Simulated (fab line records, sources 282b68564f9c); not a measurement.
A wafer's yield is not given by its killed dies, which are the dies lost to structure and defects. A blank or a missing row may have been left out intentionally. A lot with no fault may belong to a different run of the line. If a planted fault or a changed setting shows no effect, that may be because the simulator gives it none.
fab line records | flow rit_cmos
record: lots: 6 wafers: 18 last_day: 7
route steps=202 shown SPACER@127 NSD@131 PSD@142 SDANNEAL@153 PLDD@159 M1@202
lots that met no fault: taken from a fault-free run of the same line
start_h: hours from the record's first day to the start of the lot's first wafer shown | wait_h: hours since the lot's step before | " identical to the entry in the row above | L1.1+2: a single row standing in for several wafers | - value missing, or start not given | * or withheld: withheld | < > ~ a bound
route shown NAME@n: a module of which the file shows steps, and the number in the route of the first | usual: mean and standard deviation over wafers with no fault | same: alike in all rows | chamber/n: place in a boat | sites: per-site readings | _std_site: the values' standard deviation | _edge_site: inner sites' mean taken away from outer sites' mean | radius_mm: how far each site lies from the wafer's centre | mask NAME#n: copy n | behind: the last tool/chamber to shape the wafer | hold: the reason the lot was held/the length of the hold in hours/how it ended | device: transistor that didn't switch, given as n, p or np | end of line: the same wafers' tests at the end of the route | where a step has no rows: the recipe by itself | killed: count of dies lost to structure and defects at first sort (not the wafer's yield) | map: a wafer's dies, marking killed ones x, the rest . and places with no die _
set.NAME: setting as actually run; set.NAME@STEP: the setting as run at that earlier step | model.NAME: the simulator's own value behind a step, which no gauge read
certain route steps with their lots: each step a table, each wafer a row
services: from which hour (start_h, from the record's first day; less than 0 if before it) a tool's chamber was out of use, for how many hours, and why
== steps ==
step: RIT_SPACER_CLEAN_02
recipe: chemistry: SC2 mix: 3:3:50 time_s: 600 temp_c: 75 dry: n2_spin
step: RIT_SPACER_CVD_03
recipe: material: Si3N4 target_thk_nm: 250 temp_c: 810 precursor: SiH2Cl2/NH3 time_s: 3300 pressure_mtorr: 300 sih2cl2_flow_sccm: 60 nh3_flow_sccm: 150
step: RIT_SPACER_THK_MEAS_04
recipe: reads: Si3N4_of_SPACER_CVD_03
usual: SPACER_NITRIDE_THK: 249.8/2
columns lot.wafer tool chamber start_h wait_h SPACER_NITRIDE_THK[nm]
L220.2 film_metro-03 - 77.12 0.0 248.2
L220.3 " - " " 248.0
L220.4 " - " " 249.7
L224.1 film_metro-02 - 101.02 0.0 250.1
L224.4 " - " " 250.5
L224.5 " - " " 247.4
L230.2 film_metro-02 - 129.88 0.0 251.3
L230.3 " - " " 249.3
L230.5 " - " " 249.9
L231.3 film_metro-03 - 132.93 0.0 250.7
L231.4 " - " " 250.4
L231.6 " - " " 250.4
L234.2 film_metro-02 - 151.06 0.0 247.8
L234.4 " - " " 249.2
L234.5 " - " " 250.0
L237.1 film_metro-03 - 166.92 0.0 248.1
L237.4 " - " " 249.5
L237.5 " - " " 249.9
step: RIT_SPACER_ETCHBACK_05
recipe: target_depth_a: 2500 SF6_flow_sccm: 30 CHF3_flow_sccm: 30 target: Si3N4 chemistry: SF6/CHF3 pressure_mtorr: 40 rf_w: 250 time_s: 240 stop_on: SiO2
usual: chamber_pressure_mTorr: 40.00/0.04 drypump_motor_current_A: 5.8/0.6 oes_product_au: 0.850/0.013 throttle_valve_pct: 10.24/0.16
columns lot.wafer tool chamber start_h wait_h chamber_pressure_mTorr drypump_motor_current_A oes_product_au rf_hours_counter_h throttle_valve_pct
L220.2 rie_diel-03 2 77.17 0.0 39.99 5.1 0.836 41 10.17
L220.3 " 3 " " 39.98 5.8 0.840 119 10.00
L220.4 " 1 " " 39.94 5.0 0.854 134 10.23
L224.1 rie_diel-03 1 101.08 0.1 40.01 5.0 0.848 135 10.23
L224.4 " 2 " " 40.05 5.1 0.837 41 10.17
L224.5 " 3 " " 39.93 5.8 0.840 - 10.00
L230.2 rie_diel-01 1 129.93 0.0 40.02 6.0 0.866 148 10.35
L230.3 " 0 " " 39.99 6.2 0.837 144 10.37
L230.5 " 0 " " 39.97 6.2 0.844 - 10.37
L231.3 rie_diel-01 0 132.97 0.0 40.08 6.1 0.840 144 10.39
L231.4 " 1 " " 40.02 6.0 0.865 - 10.37
L231.6 " 0 " " 40.00 6.2 0.833 - 10.39
L234.2 rie_diel-03 3 151.11 0.0 40.01 5.8 0.851 121 10.02
L234.4 " 0 " " 40.02 4.8 0.850 15 10.54
L234.5 " 2 " " 40.04 5.1 0.835 - 10.19
L237.1 rie_diel-01 2 166.98 0.1 40.12 6.3 0.857 1 10.07
L237.4 " 3 " " 40.01 6.6 0.854 - 10.18
L237.5 " 2 " " 39.98 6.3 0.851 - 10.07
step: RIT_NSD_HMDS_00
recipe: prime_time_s: 60 prime_temp_c: 140
step: RIT_NSD_COAT_01
recipe: resist: NOVOLAK spin_rpm: 3250 resist_thk_nm: 1000
step: RIT_NSD_SOFTBAKE_02
recipe: resist: NOVOLAK temp_c: 90 time_s: 60
step: RIT_NSD_EXPOSE_03
recipe: mask_id: M9 na: 0.57 target_cd_nm: 40700 dose_mj: 250
step: RIT_NSD_PEB_04
recipe: resist: NOVOLAK temp_c: withheld time_s: withheld
step: RIT_NSD_DEVELOP_05
recipe: resist: NOVOLAK develop_time_s: 50 dev_temp_c: 23
step: RIT_NSD_OVL_MEAS_06
usual: NSD_OVL: -1.4/1.3
columns lot.wafer tool chamber start_h wait_h NSD_OVL[nm]
L220.2 overlay-01 - 78.39 - -2.2
L220.3 " - " " -1.9
L220.4 " - " " -3.6
L224.1 overlay-02 - 102.08 - -2.2
L224.4 " - " " -2.9
L224.5 " - " " -2.2
L230.2 overlay-02 - 130.93 - -0.5
L230.3 " - " " -0.2
L230.5 " - " " 0.2
L231.3 overlay-01 - 133.98 - -2.4
L231.4 " - " " -0.4
L231.6 " - " " -0.8
L234.2 overlay-01 - 152.24 - -1.8
L234.4 " - " " -2.3
L234.5 " - " " -2.1
L237.1 overlay-02 - 168.05 - -1.3
L237.4 " - " " -0.2
L237.5 " - " " 0.7
step: RIT_NSD_HARDBAKE_07
recipe: resist: NOVOLAK temp_c: 140 time_s: 60
step: RIT_NSD_IMPLANT_08
recipe: species: P energy_kev: 25 dose_cm2: 1e+15 tilt_deg: 7
usual: dose_ions_cm2: 9.997e+14/9.5e+11 faraday_current_uA: 3127/60
columns lot.wafer tool chamber start_h wait_h dose_ions_cm2 faraday_current_uA
L220.2 implanter-04 0 78.59 0.1 9.995e+14 3037
L220.3 " 0 " " 1e+15 3159
L220.4 " 0 " " 9.989e+14 3144
L224.1 implanter-03 0 102.27 0.1 9.983e+14 3208
L224.4 " 0 " " 1e+15 3223
L224.5 " 0 " " 1.0007e+15 3207
L230.2 implanter-03 0 131.14 0.1 7.039e+14 2200
L230.3 " 0 " " 7.046e+14 2175
L230.5 " 0 " " 7.052e+14 2196
L231.3 implanter-03 0 134.21 0.1 7.035e+14 2167
L231.4 " 0 " " 7.033e+14 2188
L231.6 " 0 " " 7.043e+14 2119
L234.2 implanter-04 0 152.45 0.1 1.0005e+15 3154
L234.4 " 0 " " 9.994e+14 3058
L234.5 " 0 " " 1.0007e+15 3162
L237.1 implanter-04 0 168.24 0.1 9.989e+14 3029
L237.4 " 0 " " 9.989e+14 3113
L237.5 " 0 " " 1.0003e+15 3140
step: RIT_NSD_STRIP_09
recipe: chemistry: O2 time_s: 180 resist: NOVOLAK platen_temp_c: withheld power_w: 500 pressure_mtorr: 4000 o2_flow_sccm: 4000
usual: chamber_pressure_mTorr: 4000/3.6 drypump_motor_current_A: 5.7/0.43 o2_flow_sccm: 4001/12
columns lot.wafer tool chamber start_h wait_h chamber_pressure_mTorr drypump_motor_current_A o2_flow_sccm rf_hours_counter_h
L220.2 plasma_asher-04 1 78.72 0.1 4004 6.0 4020 43
L220.3 " 0 " " 4001 5.3 3995 -
L220.4 " 1 " " 4001 6.0 4022 -
L224.1 plasma_asher-04 0 102.42 0.1 4004 5.3 3991 45
L224.4 " 1 " " 4004 6.0 4002 -
L224.5 " 1 " " 4005 6.0 4010 -
L230.2 plasma_asher-04 0 131.26 0.1 4007 5.3 3991 49
L230.3 " 1 " " 4010 6.0 4019 -
L230.5 " 0 " " 3998 5.3 3979 -
L231.3 plasma_asher-01 0 134.37 0.1 3999 6.2 4004 -
L231.4 " 1 " " 3991 5.1 3996 -
L231.6 " 0 " " 3995 6.1 3995 -
L234.2 plasma_asher-01 0 152.57 0.1 3998 6.1 4030 55
L234.4 " 1 " " 4006 5.1 4003 -
L234.5 " 1 " " 4000 5.1 3988 -
L237.1 plasma_asher-02 1 168.39 0.1 3997 5.2 3986 5
L237.4 " 0 " " 3998 6.2 3995 -
L237.5 " 1 " " 4001 5.3 3969 -
step: RIT_NSD_TW_MEAS_10
usual: NSD_TW: 3117/15
columns lot.wafer tool chamber start_h wait_h NSD_TW
L220.2 film_metro-01 - 78.90 0.1 3089
L220.3 " - " " 3102
L220.4 " - " " 3109
L224.1 film_metro-02 - 102.59 0.1 3130
L224.4 " - " " 3142
L224.5 " - " " 3122
L230.2 film_metro-02 - 131.45 0.1 2867
L230.3 " - " " 2887
L230.5 " - " " 2886
L231.3 film_metro-01 - 134.50 0.1 2894
L231.4 " - " " 2886
L231.6 " - " " 2883
L234.2 film_metro-01 - 152.76 0.1 3091
L234.4 " - " " 3075
L234.5 " - " " 3095
L237.1 film_metro-02 - 168.56 0.1 3127
L237.4 " - " " 3113
L237.5 " - " " 3128
step: RIT_PSD_HMDS_00
recipe: prime_time_s: 60 prime_temp_c: 140
step: RIT_PSD_COAT_01
recipe: resist: NOVOLAK spin_rpm: 3250 resist_thk_nm: 1000
step: RIT_PSD_SOFTBAKE_02
recipe: resist: NOVOLAK temp_c: 90 time_s: 60
step: RIT_PSD_EXPOSE_03
recipe: mask_id: M10 na: 0.57 target_cd_nm: 40900 dose_mj: 250
step: RIT_PSD_PEB_04
recipe: resist: NOVOLAK temp_c: withheld time_s: withheld
step: RIT_PSD_DEVELOP_05
recipe: resist: NOVOLAK develop_time_s: 50 dev_temp_c: 23
step: RIT_PSD_OVL_MEAS_06
usual: PSD_OVL: -1.3/1.6
columns lot.wafer tool chamber start_h wait_h PSD_OVL[nm]
L220.2 overlay-01 - 79.81 - -3.4
L220.3 " - " " -2.1
L220.4 " - " " -3.2
L224.1 overlay-01 - 103.50 - 0.3
L224.4 " - " " -0.3
L224.5 " - " " -0.4
L230.2 overlay-02 - 132.36 - 0.5
L230.3 " - " " 0.7
L230.5 " - " " 0.4
L231.3 overlay-01 - 135.53 - -3.7
L231.4 " - " " -1.4
L231.6 " - " " -2.1
L234.2 overlay-01 - 153.67 - -0.9
L234.4 " - " " 0.8
L234.5 " - " " -0.1
L237.1 overlay-02 - 169.71 - -2.0
L237.4 " - " " -0.4
L237.5 " - " " -4.3
step: RIT_PSD_HARDBAKE_07
recipe: resist: NOVOLAK temp_c: 140 time_s: 60
step: RIT_PSD_IMPLANT_08
recipe: species: BF2 energy_kev: 27 dose_cm2: 5e+15 tilt_deg: 7
step: RIT_PSD_STRIP_09
recipe: chemistry: O2 time_s: 180 resist: NOVOLAK platen_temp_c: withheld power_w: 500 pressure_mtorr: 4000 o2_flow_sccm: 4000
usual: chamber_pressure_mTorr: 4000/3.8 drypump_motor_current_A: 5.5/0.46 o2_flow_sccm: 4000/13
columns lot.wafer tool chamber start_h wait_h chamber_pressure_mTorr drypump_motor_current_A o2_flow_sccm rf_hours_counter_h
L220.2 plasma_asher-03 0 80.14 0.1 4002 5.2 4014 24
L220.3 " 0 " " 3995 5.2 4016 -
L220.4 " 1 " " 4006 5.4 4012 -
L224.1 plasma_asher-03 1 103.90 0.1 3998 5.4 4008 27
L224.4 " 1 " " 3999 5.4 4015 -
L224.5 " 1 " " 4001 5.4 4032 -
L230.2 plasma_asher-02 0 132.69 0.1 4002 6.2 4008 2
L230.3 " 1 " " 3996 5.3 4032 -
L230.5 " 0 " " 4004 6.2 4017 -
L231.3 plasma_asher-02 1 135.91 0.1 4000 5.3 3985 -
L231.4 " 0 " " 3999 6.2 4002 -
L231.6 " 1 " " 3997 5.2 3992 -
L234.2 plasma_asher-01 0 154.00 0.1 4000 6.2 3995 55
L234.4 " 1 " " 3996 5.1 3992 -
L234.5 " 1 " " 3999 5.1 3973 -
L237.1 plasma_asher-02 1 170.04 0.1 3994 5.3 4000 6
L237.4 " 0 " " 3998 6.2 3975 -
L237.5 " 1 " " 3993 5.3 4008 -
step: RIT_PSD_TW_MEAS_10
usual: PSD_TW: 3417/20
columns lot.wafer tool chamber start_h wait_h PSD_TW
L220.2 film_metro-01 - 80.32 0.1 3425
L220.3 " - " " 3422
L220.4 " - " " 3429
L224.1 film_metro-02 - 104.08 0.1 3441
L224.4 " - " " 3431
L224.5 " - " " 3456
L230.2 film_metro-01 - 132.87 0.1 3452
L230.3 " - " " 3434
L230.5 " - " " 3438
L231.3 film_metro-02 - 136.05 0.1 3446
L231.4 " - " " 3440
L231.6 " - " " 3427
L234.2 film_metro-01 - 154.18 0.1 3395
L234.4 " - " " 3389
L234.5 " - " " 3397
L237.1 film_metro-01 - 170.22 0.1 3378
L237.4 " - " " 3391
L237.5 " - " " 3408
step: RIT_SDANNEAL_CLEAN_00
recipe: chemistry: SC1 mix: 3:3:50 time_s: 600 temp_c: 75
step: RIT_SDANNEAL_CLEAN_01
recipe: chemistry: dHF dilution: 50:1 time_s: 30
step: RIT_SDANNEAL_CLEAN_02
recipe: chemistry: SC2 mix: 3:3:50 time_s: 600 temp_c: 75 dry: n2_spin
step: RIT_SDANNEAL_RTA_03
recipe: temp_c: 1050 time_s: 5 idle_temp_c: 600 ramp_up_c_per_s: 342 ramp_down_c_per_s: 171 cool_to_c: 600 ambient: N2
usual: wafer_temp_C_max: 1053.6/1.3
columns lot.wafer tool chamber start_h wait_h wafer_temp_C_max
L220.2 rtp_anneal-02 0 81.13 0.0 1052.4
L220.3 " 0 " " 1053.1
L220.4 " 0 " " 1055.0
L224.1 rtp_anneal-02 0 104.55 0.0 1055.7
L224.4 " 0 " " 1055.5
L224.5 " 0 " " 1053.6
L230.2 rtp_anneal-02 0 133.36 0.0 1051.5
L230.3 " 0 " " 1051.8
L230.5 " 0 " " 1052.8
L231.3 rtp_anneal-01 0 136.48 0.0 1053.5
L231.4 " 0 " " 1054.6
L231.6 " 0 " " 1054.2
L234.2 rtp_anneal-01 0 154.64 0.0 1054.0
L234.4 " 0 " " 1055.4
L234.5 " 0 " " 1052.7
L237.1 rtp_anneal-01 0 170.89 0.0 1053.2
L237.4 " 0 " " 1052.3
L237.5 " 0 " " 1055.4
step: RIT_SDANNEAL_RS_MEAS_04
recipe: thk_meas_gauge: four-point-probe
usual: PSD_RS: 115.6/0.32
columns lot.wafer tool chamber start_h wait_h PSD_RS[ohm/sq]
L220.2 film_metro-01 - 81.20 0.1 115.6
L220.3 " - " " 115.7
L220.4 " - " " 115.3
L224.1 film_metro-02 - 104.61 0.0 115.7
L224.4 " - " " 116.2
L224.5 " - " " 115.4
L230.2 film_metro-01 - 133.43 0.1 115.7
L230.3 " - " " 115.3
L230.5 " - " " 115.2
L231.3 film_metro-01 - 136.56 0.1 115.4
L231.4 " - " " 115.5
L231.6 " - " " 115.5
L234.2 film_metro-02 - 154.71 0.1 115.6
L234.4 " - " " 115.9
L234.5 " - " " 116.2
L237.1 film_metro-02 - 170.95 0.0 115.9
L237.4 " - " " 116.0
L237.5 " - " " 116.2
step: RIT_SDANNEAL_RS_MEAS_05
recipe: thk_meas_gauge: four-point-probe
usual: NSD_RS: 84.4/0.33
columns lot.wafer tool chamber start_h wait_h NSD_RS[ohm/sq]
L220.2 film_metro-01 - 81.32 0.1 84.4
L220.3 " - " " 84.3
L220.4 " - " " 84.3
L224.1 film_metro-02 - 104.73 0.1 84.4
L224.4 " - " " 84.5
L224.5 " - " " 84.5
L230.2 film_metro-01 - 133.55 0.1 112.1
L230.3 " - " " 112.3
L230.5 " - " " 111.9
L231.3 film_metro-01 - 136.68 0.1 111.2
L231.4 " - " " 111.2
L231.6 " - " " 111.0
L234.2 film_metro-02 - 154.83 0.1 84.6
L234.4 " - " " 84.8
L234.5 " - " " 85.0
L237.1 film_metro-02 - 171.07 0.1 84.6
L237.4 " - " " 84.8
L237.5 " - " " 84.6
step: RIT_SDANNEAL_RS_MEAS_06
recipe: thk_meas_gauge: four-point-probe
usual: PLDD_RS: 178.3/0.51
columns lot.wafer tool chamber start_h wait_h PLDD_RS[ohm/sq]
L220.2 film_metro-01 - 81.44 0.1 179.0
L220.3 " - " " 178.7
L220.4 " - " " 178.7
L224.1 film_metro-02 - 104.85 0.1 177.9
L224.4 " - " " 178.5
L224.5 " - " " 178.1
L230.2 film_metro-01 - 133.67 0.1 179.0
L230.3 " - " " 179.6
L230.5 " - " " 179.0
L231.3 film_metro-01 - 136.80 0.1 177.5
L231.4 " - " " 177.2
L231.6 " - " " 177.5
L234.2 film_metro-02 - 154.95 0.1 178.2
L234.4 " - " " 178.3
L234.5 " - " " 178.3
L237.1 film_metro-02 - 171.19 0.1 178.4
L237.4 " - " " 178.1
L237.5 " - " " 178.8
step: RIT_M1_PROBE_99
usual: killed_at_contacts: 0.1/0.32 killed_at_front_end: 7/3 killed_dies: 7/3.1 killed_open: 3.3/1.8 killed_short: 3.6/2
same: gross_dies: 264 killed_at_M0_to_M3: 0 killed_at_M4_up: 0 killed_at_back_side: 0 killed_at_other: 0
columns lot.wafer tool chamber start_h wait_h killed_at_contacts killed_at_front_end killed_dies killed_open killed_short model.etest.nmos_0p3.r_on_ohm_um model.etest.nmos_0p15.r_on_ohm_um model.etest.contact_nplus.end_ohm_um model.etest.nmos_0p15.drive_ua_um model.etest.nmos_narrow.drive_ua_um model.etest.nmos_0p3.drive_ua_um model.etest.nmos_0p15.junction_log10_a_um model.etest.nmos_0p15.tox_inv_nm
L220.2 prober-01 - 89.04 0.1 0 5 5 2 3 2123 1109 41.93 473 232.7 230.7 -13.5 4.418
L220.3 prober-01 - 89.09 0.2 0 2 2 1 1 2179 1183 42.63 473.6 232.7 230.1 -13.47 4.34
L220.4 prober-01 - 89.14 0.2 0 6 6 1 5 2164 1138 42.28 471.5 226.1 224.8 -13.56 4.395
L224.1 prober-01 - 112.27 0.1 0 4 4 1 3 2104 1079 39.5 485.9 235.3 230 -13.53 4.495
L224.4 prober-01 - 112.42 0.2 0 7 7 4 3 2060 1059 41.15 487.7 236.8 233 -13.37 4.499
L224.5 prober-01 - 112.47 0.2 0 8 8 4 4 2120 1107 43.01 488.1 235.4 230.6 -13.54 4.431
L230.2 prober-01 - 140.78 0.1 0 5 5 2 3 2288 1226 72.41 448.8 212.7 214.2 -13.11 4.801
L230.3 prober-01 - 140.83 0.2 0 6 6 3 3 2351 1253 72.29 439.5 208.7 208.7 -12.82 4.768
L230.5 prober-01 - 140.93 0.2 0 8 8 3 5 2286 1238 72.52 445.6 217.1 216.6 -13.07 4.694
L231.3 prober-02 - 144.18 0.2 0 2 2 0 2 2426 1280 73.14 420.4 195.7 197.9 -13.27 4.855
L231.4 prober-02 - 144.23 0.2 0 9 9 5 4 2331 1245 69.23 434.9 203.5 203.8 -13.22 4.846
L231.6 prober-02 - 144.33 0.2 1 13 14 6 8 2367 1262 70.36 430 197.9 200.8 -13.1 4.825
L234.2 prober-01 - 162.42 0.1 0 3 3 1 2 2148 1098 42.38 501.5 229.5 227.8 -13.35 4.446
L234.4 prober-01 - 162.52 0.2 0 6 6 3 3 2126 1062 41.76 502.3 228.7 227.5 -13.52 4.529
L234.5 prober-01 - 162.57 0.2 0 7 7 2 5 2059 1033 40.49 506.1 237.2 232 -13.66 4.478
L237.1 prober-02 - 178.57 0.1 0 11 11 5 6 2121 1123 40.88 465.1 231.2 231.7 -13.5 4.393
L237.4 prober-02 - 178.72 0.2 0 4 4 1 3 2149 1161 42.75 452.8 226.6 229.2 -13.57 4.443
L237.5 prober-02 - 178.77 0.2 0 9 9 3 6 2190 1147 41.62 449 217.3 222.2 -13.49 4.532
killed by level:class
L220.2 SILICIDE:geometric_particle:short=2 GATE:geometric_particle:open=1 GATE:geometric_particle:short=1 REOX:geometric_particle:open=1
L220.3 GATE:geometric_particle:short=1 GATE:geometric_particle:open=1
L220.4 GATE:geometric_particle:short=4 GATE:geometric_particle:open=1 REOX:geometric_particle:short=1
L224.1 FOX1:geometric_particle:open=1 FOX1:geometric_particle:short=1 GATE:geometric_particle:short=1 SPACER:geometric_particle:short=1
L224.4 SILICIDE:geometric_particle:open=3 GATE:geometric_particle:short=1 REOX:geometric_particle:short=1 SPACER:geometric_particle:short=1 STARTING-WAFER:geometric_particle:open=1
L224.5 REOX:geometric_particle:short=3 SPACER:geometric_particle:open=3 GATE:geometric_particle:open=1 GATE:geometric_particle:short=1
L230.2 SPACER:geometric_particle:short=2 GATE:geometric_particle:open=1 SILICIDE:geometric_particle:short=1 SILICIDE:geometric_particle:open=1
L230.3 GATE:geometric_particle:short=3 FOX1:geometric_particle:open=1 GATE:geometric_particle:open=1 REOX:geometric_particle:open=1
L230.5 GATE:geometric_particle:short=4 SPACER:geometric_particle:open=2 FOX2:geometric_particle:short=1 REOX:geometric_particle:open=1
L231.3 SPACER:geometric_particle:short=1 SILICIDE:geometric_particle:short=1
L231.4 SILICIDE:geometric_particle:short=3 SILICIDE:geometric_particle:open=3 FOX1:geometric_particle:open=1 FOX1:geometric_particle:short=1 REOX:geometric_particle:open=1
L231.6 GATE:geometric_particle:open=4 GATE:geometric_particle:short=4 FOX1:geometric_particle:short=1 REOX:geometric_particle:short=1 REOX:geometric_particle:open=1 SILICIDE:geometric_particle:open=1 SILICIDE:geometric_particle:short=1 CONTACT:geometric_particle:short=1
L234.2 FOX1:geometric_particle:short=1 SPACER:geometric_particle:open=1 SILICIDE:geometric_particle:short=1
L234.4 FOX1:geometric_particle:open=2 FOX1:geometric_particle:short=1 GATE:geometric_particle:short=1 REOX:geometric_particle:short=1 SPACER:geometric_particle:open=1
L234.5 GATE:geometric_particle:short=2 REOX:geometric_particle:short=2 FOX1:geometric_particle:short=1 GATE:geometric_particle:open=1 REOX:geometric_particle:open=1
L237.1 REOX:geometric_particle:short=3 GATE:geometric_particle:short=2 REOX:geometric_particle:open=2 SILICIDE:geometric_particle:open=2 GATE:geometric_particle:open=1 SILICIDE:geometric_particle:short=1
L237.4 FOX1:geometric_particle:short=1 GATE:geometric_particle:short=1 SILICIDE:geometric_particle:short=1 SILICIDE:geometric_particle:open=1
L237.5 FOX1:geometric_particle:short=4 SILICIDE:geometric_particle:open=2 GATE:geometric_particle:short=1 REOX:geometric_particle:open=1 SILICIDE:geometric_particle:short=1
== services ==
columns tool chamber start_h hours kind
rie_diel-03 0 65.07 4.6 repair
plasma_asher-04 - 66.74 3.4 repair
implanter-04 - 107.55 4.1 repair
plasma_asher-03 - 107.98 6.8 repair
plasma_asher-02 - 108.75 9.0 pm
plasma_asher-02 0 108.75 9.0 vent_cycle
plasma_asher-02 1 108.75 9.0 vent_cycle
rie_diel-01 2 117.40 - clean
rie_diel-01 2 117.40 20.2 scheduled_down
rie_diel-01 2 117.40 20.2 vent_cycle
plasma_asher-02 0 117.75 - clean
plasma_asher-02 1 117.75 - clean
implanter-03 - 118.57 0.6 repair
rtp_anneal-02 - 152.63 5.1 pm
plasma_asher-04 - 155.19 0.7 repair
rie_diel-01 1 157.92 - clean
rie_diel-01 1 157.92 17.2 scheduled_down
rie_diel-01 1 157.92 17.2 vent_cycle
rie_diel-01 0 166.76 6.1 repair
== key ==
first_sign: step: RIT_NSD_IMPLANT_08 reading: dose_ions_cm2 direction: down sigmas: 99+ usual: 9.997e+14 struck: 7.041e+14
effect: step: RIT_NSD_IMPLANT_08 reading: faraday_current_uA direction: down sigmas: 16 usual: 3127 struck: 2174
effect: step: RIT_NSD_TW_MEAS_10 reading: NSD_TW direction: down sigmas: 16 usual: 3117 struck: 2884
effect: step: RIT_SDANNEAL_RS_MEAS_05 reading: NSD_RS direction: up sigmas: 82 usual: 84.4 struck: 111.6
model_effect: step: RIT_M1_PROBE_99 value: etest.nmos_0p3.r_on_ohm_um without: 2173 struck: 2341
met_at RIT_NSD_IMPLANT_08
struck_wafers L230.2,L230.3,L230.5,L231.3,L231.4,L231.6
tester_left_out L230,L231
onset_between 102.27 131.14
fault: kind: process_parameter_drift tool: implanter-03 chamber: - onset_h: 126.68 steps: RIT_NSD_IMPLANT_08 channel: dose_cm2 offset: -2.9599e+14 shape: step end_h: 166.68 acts_in: these_recipes_only stated: 1e+15
tester_left_out: of these lots the tester's yield and bins aren't shown, on N5 and GAA mostly nor the transistor test; their killed dies are dies lost to structure and defects alone, not to doping, threshold or leakage, so they don't give the yield
